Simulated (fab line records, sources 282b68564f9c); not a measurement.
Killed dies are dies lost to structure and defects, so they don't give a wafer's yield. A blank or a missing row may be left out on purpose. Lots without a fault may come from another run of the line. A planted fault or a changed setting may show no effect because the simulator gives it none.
Which tool did it? | flow rit_cmos | 7 lots, 21 wafers sampled, at 2 steps of a route of 202

WHAT THE GAUGES READ, wafer by wafer
RIT_NWELL_OVL_MEAS_06.
lot  | measured    | on         | NWELL_OVL (nm)
L980 | day 2 07:00 | overlay-01 | 4.0 3.5 2.5
L982 | day 2 16:20 | overlay-02 | 4.4 4.5 3.2
L988 | day 3 23:05 | overlay-01 | -145.5 -147.5 -146.3
L991 | day 4 13:16 | overlay-01 | -147.0 -148.9 -147.4
L995 | day 5 09:40 | overlay-02 | 2.4 1.5 0.8
L998 | day 6 02:53 | overlay-01 | 0.1 -0.5 1.1
L100 | day 6 11:52 | overlay-01 | 2.8 2.9 2.0

WHICH TOOL RAN EACH LOT (tool, then ch and the chambers of the sampled wafers, then the start)
lot  | RIT_NWELL_EXPOSE_03
L980 | iline_stepper-01 ch 0, day 2 06:34
L982 | iline_stepper-02 ch 0, day 2 15:55
L988 | iline_stepper-02 ch 0, day 3 22:41
L991 | iline_stepper-02 ch 0, day 4 12:51
L995 | iline_stepper-01 ch 0, day 5 09:14
L998 | iline_stepper-01 ch 0, day 6 02:29
L100 | iline_stepper-01 ch 0, day 6 11:26
- RIT_NWELL_EXPOSE_03: exposes mask M2, target cd 43900 nm.

THE ANSWER, worked out from the rows above alone
Rule: what is usual is taken from the lots themselves. Put in order of their means at a reading, lots are off if they are a third of the lots or fewer, leave a main group of 4 or more, and stand apart from it by a gap of 3 or more times the standard deviation of the main group's means; of several such gaps the widest counts. A main group whose means are all the same, to the digits that the tables above print for the reading, isn't used. A lot without any number at a reading at which 4 lots or more have one is off too. The other lots that the step has rows for count as sound.
Off: L988, L991, at RIT_NWELL_OVL_MEAS_06 (NWELL_OVL). The main group: mean 2.3 nm, standard deviation 1.3.
A tool fits if, at a process step before that reading, it ran every lot that is off, and no sound lot after the first of them. The gauges at RIT_NWELL_OVL_MEAS_06 are tried like those tools. One fits: iline_stepper-02 at RIT_NWELL_EXPOSE_03. Its last sound lot is L982 (day 2 15:55), its first lot that is off L988 (day 3 22:41): a fault that began between those two fits.

WHAT THE SIMULATOR HAD PUT IN
Scanner matching overlay: iline_stepper-02, from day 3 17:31 on, at RIT_NWELL_EXPOSE_03. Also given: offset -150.
Lots struck among those shown: L988, L991. The rule above found the same.
